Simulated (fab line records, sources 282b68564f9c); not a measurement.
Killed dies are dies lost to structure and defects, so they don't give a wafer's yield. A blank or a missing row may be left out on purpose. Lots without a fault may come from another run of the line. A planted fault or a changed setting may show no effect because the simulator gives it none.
Tool commonality check | flow rit_cmos | 15 lots, 45 wafers sampled

WHY IT WAS OPENED
At RIT_FOX2_THK_MEAS_91 the reading FIELD_OXIDE_LEFT_2_THK is flagged on 3 of 15 lots. Wafers without a fault read 254 nm, standard deviation 7.3.
Rule: a lot is flagged when every wafer of it that has a number lies more than 4 standard deviations from that mean, or none has a number. The other lots count as sound.

lot  | measured    | on            | FIELD_OXIDE_LEFT_2_THK (nm), wafer by wafer | flag
L857 | day 2 12:55 | film_metro-04 | 249 255 252                                 |
L858 | day 2 19:11 | film_metro-03 | 260 260 257                                 |
L859 | day 3 00:05 | film_metro-04 | 250 247 246                                 |
L860 | day 3 05:45 | film_metro-01 | 251 255 257                                 |
L861 | day 3 10:03 | film_metro-04 | 245 245 246                                 |
L864 | day 4 00:06 | film_metro-01 | 312 318 322                                 | FLAGGED
L865 | day 4 05:51 | film_metro-04 | 307 311 309                                 | FLAGGED
L866 | day 4 10:08 | film_metro-01 | 302 304 304                                 | FLAGGED
L871 | day 5 11:13 | film_metro-01 | 257 253 254                                 |
L872 | day 5 16:29 | film_metro-03 | 255 246 249                                 |
L873 | day 5 21:24 | film_metro-03 | 255 260 259                                 |
L875 | day 6 07:35 | film_metro-04 | 250 253 248                                 |
L876 | day 6 11:17 | film_metro-03 | 248 250 251                                 |
L877 | day 6 17:25 | film_metro-01 | 255 250 257                                 |
L878 | day 6 21:33 | film_metro-03 | 253 245 254                                 |
The numbers of the flagged lots are 310 nm on average: +56 nm against the usual, or +8 standard deviations.

WHICH TOOL RAN EACH LOT
The record holds 1 process step before the reading, out of a route of 202 steps. In each cell: the tool, then ch and the chambers that the sampled wafers went through, then the start.
lot  | flag    | RIT_GATE_WET_ETCH_00
L857 |         | wet_bench-01 ch 3, day 2 12:29
L858 |         | wet_bench-03 ch 2, day 2 18:43
L859 |         | wet_bench-04 ch 2, day 2 23:38
L860 |         | wet_bench-01 ch 3, day 3 05:20
L861 |         | wet_bench-01 ch 2, day 3 09:37
L864 | FLAGGED | wet_bench-03 ch 1, day 3 23:41
L865 | FLAGGED | wet_bench-01 ch 0, day 4 05:26
L866 | FLAGGED | wet_bench-03 ch 3, day 4 09:44
L871 |         | wet_bench-04 ch 2, day 5 10:47
L872 |         | wet_bench-04 ch 0, day 5 16:02
L873 |         | wet_bench-03 ch 2, day 5 20:56
L875 |         | wet_bench-03 ch 2, day 6 07:10
L876 |         | wet_bench-04 ch 0, day 6 10:52
L877 |         | wet_bench-03 ch 2, day 6 16:59
L878 |         | wet_bench-03 ch 3, day 6 21:07
What these steps do:
- RIT_GATE_WET_ETCH_00: etches SiO2 in BOE, target depth 56 nm, time 60 s.
- RIT_FOX2_THK_MEAS_91

FLAGGED OVER TOTAL, TOOL BY TOOL (the gauges that took the reading come last)
step                 | tool          | lots run | flagged | share of the flagged lots | sound lots run after its first flagged lot
RIT_GATE_WET_ETCH_00 | wet_bench-01  | 4        | 1       | some                      | 0
RIT_GATE_WET_ETCH_00 | wet_bench-03  | 7        | 2       | some                      | 4 (L873,L875,L877,L878)
RIT_GATE_WET_ETCH_00 | wet_bench-04  | 4        | 0       | none                      | -
RIT_FOX2_THK_MEAS_91 | film_metro-01 | 5        | 2       | some                      | 2 (L871,L877)
RIT_FOX2_THK_MEAS_91 | film_metro-03 | 5        | 0       | none                      | -
RIT_FOX2_THK_MEAS_91 | film_metro-04 | 5        | 1       | some                      | 1 (L875)

WHAT THE TABLE ALLOWS
No row of the table ran every flagged lot.

WHAT THE SIMULATOR HAD PUT IN
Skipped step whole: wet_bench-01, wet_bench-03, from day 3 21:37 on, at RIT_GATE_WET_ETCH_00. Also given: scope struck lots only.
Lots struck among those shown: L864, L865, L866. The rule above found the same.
